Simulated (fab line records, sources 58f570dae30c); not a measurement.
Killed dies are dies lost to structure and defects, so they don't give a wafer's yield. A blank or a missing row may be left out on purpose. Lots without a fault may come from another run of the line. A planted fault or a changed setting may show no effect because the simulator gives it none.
Split-lot experiment | flow berkeley_cmos170 | 5 lots, 23 wafers read, on a route of 331 steps

THE SPLIT
At UCB170_CONTACT_PEB_13, the setting peb_temp_c was moved away from the recipe's 130 C on 4 of the 23 wafers read, by +1.5% to +1.5%. The other wafers ran this setting at the recipe's value.

FROM THE SPLIT TO THE READING: what the file shows between them, 5 steps
- UCB170_CONTACT_DEVELOP_14: develop time 45 s
- UCB170_CONTACT_CD_MEAS_15: target cd 700 nm
- UCB170_CONTACT_ETCH_17: etches BARC in N2/H2
- UCB170_CONTACT_ETCH_18: etches PSG in CHF3/CF4/Ar, stops on TiSi2, target depth 840 nm, time 195 s
- UCB170_CONTACT_STRIP_19: strips in O2

THE READING
cd_nm, in nm, at UCB170_CONTACT_CD_MEAS_90 (target cd 700 nm). Fault-free wafers of this fab line usually give 699.8 nm, standard deviation 1.2 nm.

wafer  | tool, chamber at the split | peb_temp_c as run, C | against the recipe | cd_nm, nm | against lot-mates on the recipe
L076.1 | litho_track-03, 0          | 130                  | recipe             | 699.5     | -
L076.5 | litho_track-03, 0          | 130                  | recipe             | 699.4     | -
L076.6 | litho_track-03, 0          | 130                  | recipe             | 700.6     | -
L080.1 | litho_track-03, 0          | 130                  | recipe             | 700.3     | -
L080.2 | litho_track-03, 0          | 130                  | recipe             | 702.8     | -
L080.3 | litho_track-03, 0          | 130                  | recipe             | 701.3     | -
L080.4 | litho_track-03, 0          | 130                  | recipe             | 699.4     | -
L080.5 | litho_track-03, 0          | 130                  | recipe             | 700.8     | -
L082.1 | litho_track-02, 0          | 130                  | recipe             | 699.3     | -
L082.2 | litho_track-02, 0          | 130                  | recipe             | 701.8     | -
L082.4 | litho_track-02, 0          | 130                  | recipe             | 700.3     | -
L082.5 | litho_track-02, 0          | 130                  | recipe             | 701.0     | -
L082.6 | litho_track-02, 0          | 130                  | recipe             | 700.3     | -
L081.2 | litho_track-01, 0          | 131.9                | +1.5%              | 711.4     | +12.9
L081.3 | litho_track-01, 0          | 130                  | recipe             | 697.6     | -
L081.4 | litho_track-01, 0          | 130                  | recipe             | 699.1     | -
L081.5 | litho_track-01, 0          | 131.9                | +1.5%              | 710.6     | +12.1
L081.6 | litho_track-01, 0          | 130                  | recipe             | 698.7     | -
L085.1 | litho_track-03, 0          | 132                  | +1.5%              | 710.3     | +12.7
L085.2 | litho_track-03, 0          | 130                  | recipe             | 697.7     | -
L085.4 | litho_track-03, 0          | 130                  | recipe             | 697.1     | -
L085.5 | litho_track-03, 0          | 132                  | +1.5%              | 708.1     | +10.5
L085.6 | litho_track-03, 0          | 130                  | recipe             | 697.9     | -

THE FIT
A straight line over all 23 wafers: cd_nm changes by +6.89 nm for each +1% of peb_temp_c; r = +0.94; the points scatter about the line by 1.5 nm.
The same after taking each lot's own level away (the mean of its wafers on the recipe; 23 wafers): +8.04 nm for each +1%; r = +0.98; scatter 0.91 nm.
On that fit, the largest move of peb_temp_c shifts the reading by 12 nm.
The lots' own levels span 697.57 to 700.92 nm, that is 2.8 times the standard deviation above.
So the lot-to-lot level changes the slope: the two fits differ.
Check: with one of the wafers moved furthest among these (+1.5%) left out of the fit, the line predicts +12.2 nm for it against its lot-mates. It came out at +12.7 nm against them.

OTHER SPLITS ON THESE WAFERS
These wafers also went through other splits before the reading. Each is held against what the fit with the lots' levels taken away leaves over:
other split on the same wafers     | wafers away from the commonest value | r with cd_nm (lot level and that fit taken away)
UCB170_NSD_PEB_04 peb_temp_c       | 8                                    | -0.25
UCB170_SILICIDE_SPUTTER_01 power_w | 11                                   | +0.02

THE WHOLE CHAIN: every reading that the file lists as answering this split, in the file's order
step                      | what it does                                                               | reading                                                        | change (the file's fit)              | r (the file's)
UCB170_CONTACT_CD_MEAS_15 | target cd 700 nm                                                           | cd_nm                                                          | +7.91 nm for each +1% of the setting | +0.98
UCB170_CONTACT_ETCH_17    | etches BARC in N2/H2                                                       | CONTACT.cd_nm (the simulator's own value, which no gauge read) | +7.93 nm for each +1% of the setting | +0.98
UCB170_CONTACT_ETCH_18    | etches PSG in CHF3/CF4/Ar, stops on TiSi2, target depth 840 nm, time 195 s | CONTACT.cd_nm (the simulator's own value, which no gauge read) | +7.99 nm for each +1% of the setting | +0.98
UCB170_CONTACT_CD_MEAS_90 | target cd 700 nm                                                           | cd_nm                                                          | +8.02 nm for each +1% of the setting | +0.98

THE FILE'S OWN FIT
cd_nm changes by +8.02 nm for each +1% of peb_temp_c, r = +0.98.
